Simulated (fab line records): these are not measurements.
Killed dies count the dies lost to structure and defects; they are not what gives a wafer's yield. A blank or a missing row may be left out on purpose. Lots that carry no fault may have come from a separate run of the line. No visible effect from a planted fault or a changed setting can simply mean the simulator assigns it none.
The tool behind it: which one?	flow rit-cmos	14 lots with 42 wafers sampled at 5 steps, on a route of 202 steps

## WHAT THE GAUGES SHOWED, per wafer
RIT_ACTIVE_CD_MEAS_11 targets a cd of 1400 nm. Usual: cd-nm 1400.2 nm, standard deviation 2.4.
lot	measured	on	cd-nm (nm)	flag
L615	day 1 19:28	cd-sem-01	1402.0 1400.0 1400.1	
L616	day 2 01:15	cd-sem-02	1397.4 1397.3 1397.9	
L617	day 2 08:04	cd-sem-02	1400.6 1397.6 1399.9	
L618	day 2 11:33	cd-sem-01	1394.8 1396.5 1397.3	
L619	day 2 16:34	cd-sem-02	1403.1 1401.7 1401.2	
L620	day 2 21:25	cd-sem-02	1398.4 1398.9 1398.5	
L622	day 3 06:58	cd-sem-02	1398.9 1400.8 1401.5	
L624	day 3 21:47	cd-sem-02	1399.3 1402.7 1401.9	
L625	day 3 21:53	cd-sem-01	1402.6 1402.2 1401.1	
L627	day 4 09:42	cd-sem-01	1403.9 1403.8 1403.2	
L628	day 4 14:36	cd-sem-02	1405.5 1403.8 1407.0	
L632	day 5 10:11	cd-sem-01	1401.9 1400.6 1401.8	
L635	day 6 00:06	cd-sem-01	1402.1 1399.2 1399.3	
L636	day 6 04:59	cd-sem-01	1399.6 1398.9 1399.6	

RIT_GATE_THK_MEAS_09. Usual: for GATE_POLY_THK the level is 251.2 nm and the standard deviation is 2.5.
lot	measured	on	GATE_POLY_THK (nm)	flag
L615	day 2 21:09	film-metro-03	250.6 251.0 252.5	
L616	day 3 04:41	film-metro-01	249.8 249.1 249.9	
L617	day 3 07:26	film-metro-03	250.6 250.3 248.2	
L618	day 3 09:05	film-metro-01	250.4 252.6 251.9	
L619	day 3 19:28	film-metro-01	254.8 254.5 255.5	
L620	day 3 19:27	film-metro-02	246.5 246.5 248.7	
L622	day 4 07:25	film-metro-02	250.1 253.3 250.7	
L624	day 4 20:35	film-metro-02	250.0 251.3 252.3	
L625	day 4 22:01	film-metro-01	254.2 252.6 250.6	
L627	day 5 10:53	film-metro-02	247.0 247.3 247.6	
L628	day 5 13:35	film-metro-01	254.9 257.7 254.7	
L632	day 6 07:32	film-metro-01	251.3 249.8 252.2	
L635	day 6 22:11	film-metro-03	252.6 253.7 253.9	
L636	day 7 02:41	film-metro-01	250.6 251.6 252.5	

RIT_REOX_THK_MEAS_04. Usual: for REOX_OXIDE_THK the level is 25.4 nm and the standard deviation is 0.41.
lot	measured	on	REOX_OXIDE_THK (nm)	flag
L615	day 3 02:46	film-metro-04	25.7 25.9 25.2	
L616	day 3 09:14	film-metro-01	24.7 24.8 25.0	
L617	day 3 12:29	film-metro-04	25.4 25.4 25.2	
L618	day 3 15:04	film-metro-04	25.2 25.4 25.0	
L619	day 4 00:02	film-metro-02	25.4 24.9 25.1	
L620	day 4 00:23	film-metro-01	25.8 26.2 26.4	
L622	day 4 15:11	film-metro-02	25.3 25.7 25.8	
L624	day 5 01:20	film-metro-04	24.9 25.3 25.0	
L625	day 5 04:33	film-metro-01	26.0 25.7 25.8	
L627	day 5 15:55	film-metro-01	22.7 22.3 22.5	OFF
L628	day 5 19:47	film-metro-01	23.0 23.7 24.4	OFF
L632	day 6 12:32	film-metro-01	24.8 24.8 24.5	
L635	day 7 03:28	film-metro-04	24.7 24.8 24.6	
L636	day 7 08:23	film-metro-01	25.3 24.8 25.2	

## EACH LOT AND THE TOOL THAT RAN IT (in order: tool; ch and the chambers of the sampled wafers; start)
lot	RIT_ACTIVE_STRIP_14	RIT_REOX_OXIDATION_03
L615	plasma-asher-02 ch 0,1, day 1 19:50	furnace-01 ch 0, day 3 00:13
L616	plasma-asher-03 ch 0,1, day 2 01:39	furnace-01 ch 0, day 3 06:41
L617	plasma-asher-02 ch 0,1, day 2 08:28	furnace-04 ch 0, day 3 09:56
L618	plasma-asher-02 ch 0,1, day 2 11:58	furnace-04 ch 0, day 3 12:29
L619	plasma-asher-04 ch 0,1, day 2 16:59	furnace-04 ch 0, day 3 21:28
L620	plasma-asher-04 ch 0,1, day 2 21:50	furnace-03 ch 0, day 3 21:50
L622	plasma-asher-02 ch 0,1, day 3 07:22	furnace-03 ch 0, day 4 12:38
L624	plasma-asher-02 ch 0,1, day 3 22:11	furnace-04 ch 0, day 4 22:47
L625	plasma-asher-04 ch 0,1, day 3 22:18	furnace-01 ch 0, day 5 02:00
L627	plasma-asher-03 ch 0,1, day 4 10:06	furnace-04 ch 0, day 5 13:22
L628	plasma-asher-03 ch 0,1, day 4 14:59	furnace-04 ch 0, day 5 17:14
L632	plasma-asher-03 ch 0,1, day 5 10:35	furnace-01 ch 0, day 6 09:59
L635	plasma-asher-04 ch 0,1, day 6 00:31	furnace-01 ch 0, day 7 00:55
L636	plasma-asher-02 ch 0,1, day 6 05:26	furnace-03 ch 0, day 7 05:49
- RIT_ACTIVE_STRIP_14: strips in O2, time 180 s.
- RIT_REOX_OXIDATION_03: target thk 25.2 nm, ox time 5580 s.

## WHAT THE TOOLS THEMSELVES READ (means of the sampled wafers that have a number; where no wafer has one, the mark that the record gives instead)
RIT_ACTIVE_STRIP_14. Usual: drypump-motor-current-A 5.6 A, standard deviation 0.35.
lot	tool	drypump-motor-current-A (A)	flag
L615	plasma-asher-02	5.3	
L616	plasma-asher-03	5.6	
L617	plasma-asher-02	5.3	
L618	plasma-asher-02	5.7	
L619	plasma-asher-04	5.7	
L620	plasma-asher-04	5.9	
L622	plasma-asher-02	5.3	
L624	plasma-asher-02	5.3	
L625	plasma-asher-04	5.9	
L627	plasma-asher-03	5.6	
L628	plasma-asher-03	5.6	
L632	plasma-asher-03	5.6	
L635	plasma-asher-04	5.7	
L636	plasma-asher-02	5.7	

RIT_REOX_OXIDATION_03. Usual: spike-tc-centre-C 902.6 C, standard deviation 0.98.
lot	tool	spike-tc-centre-C (C)	flag
L615	furnace-01	901.9	
L616	furnace-01	902.8	
L617	furnace-04	902.8	
L618	furnace-04	902.0	
L619	furnace-04	902.7	
L620	furnace-03	903.4	
L622	furnace-03	901.6	
L624	furnace-04	901.8	
L625	furnace-01	902.5	
L627	furnace-04	883.7	OFF
L628	furnace-04	884.1	OFF
L632	furnace-01	902.9	
L635	furnace-01	903.3	
L636	furnace-03	903.5	

## THE ANSWER, worked out from the rows above alone
Rule: take the mean of a lot's wafers that have a number; if it is more than 3 standard deviations from the usual mean, the lot is off. Also off: a lot with no number at a reading for which 4 or more lots have one. The other lots that the step has rows for count as sound. Order of review: gauges by route order, followed by the tools' own readings, for which a lot's mean as printed above is used. At the first step where some lot is off, the reading lying furthest off is the one used; lots without a number count as furthest.
Off: L627, L628, seen at RIT_REOX_THK_MEAS_04 (REOX_OXIDE_THK).
If a tool, at a process step before that reading, ran all the lots that are off and no sound lot after the first of them, it fits. The gauges at RIT_REOX_THK_MEAS_04 aren't tried: what is off there is off at RIT_REOX_OXIDATION_03 too, on other tools, and a gauge's error can't cause that. One fits: RIT_REOX_OXIDATION_03 on furnace-04. A fault onset in the window from L624 (day 4 22:47, its last sound lot) to L627 (day 5 13:22, its first lot off) fits.
On the lots that are off, the tool's own readings at RIT_REOX_OXIDATION_03 differ by more than 5 times the standard deviation of the sound lots' means, which bears it out; spike-tc-centre-C reads 883.9 C there versus 902.6 C on the sound lots.

## WHAT HAD BEEN PUT IN BY THE SIMULATOR
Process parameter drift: furnace-04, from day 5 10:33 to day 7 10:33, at RIT_REOX_OXIDATION_03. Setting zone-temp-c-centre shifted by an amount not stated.
Struck lots among those shown: L627, L628. This agrees with what the rule above found.
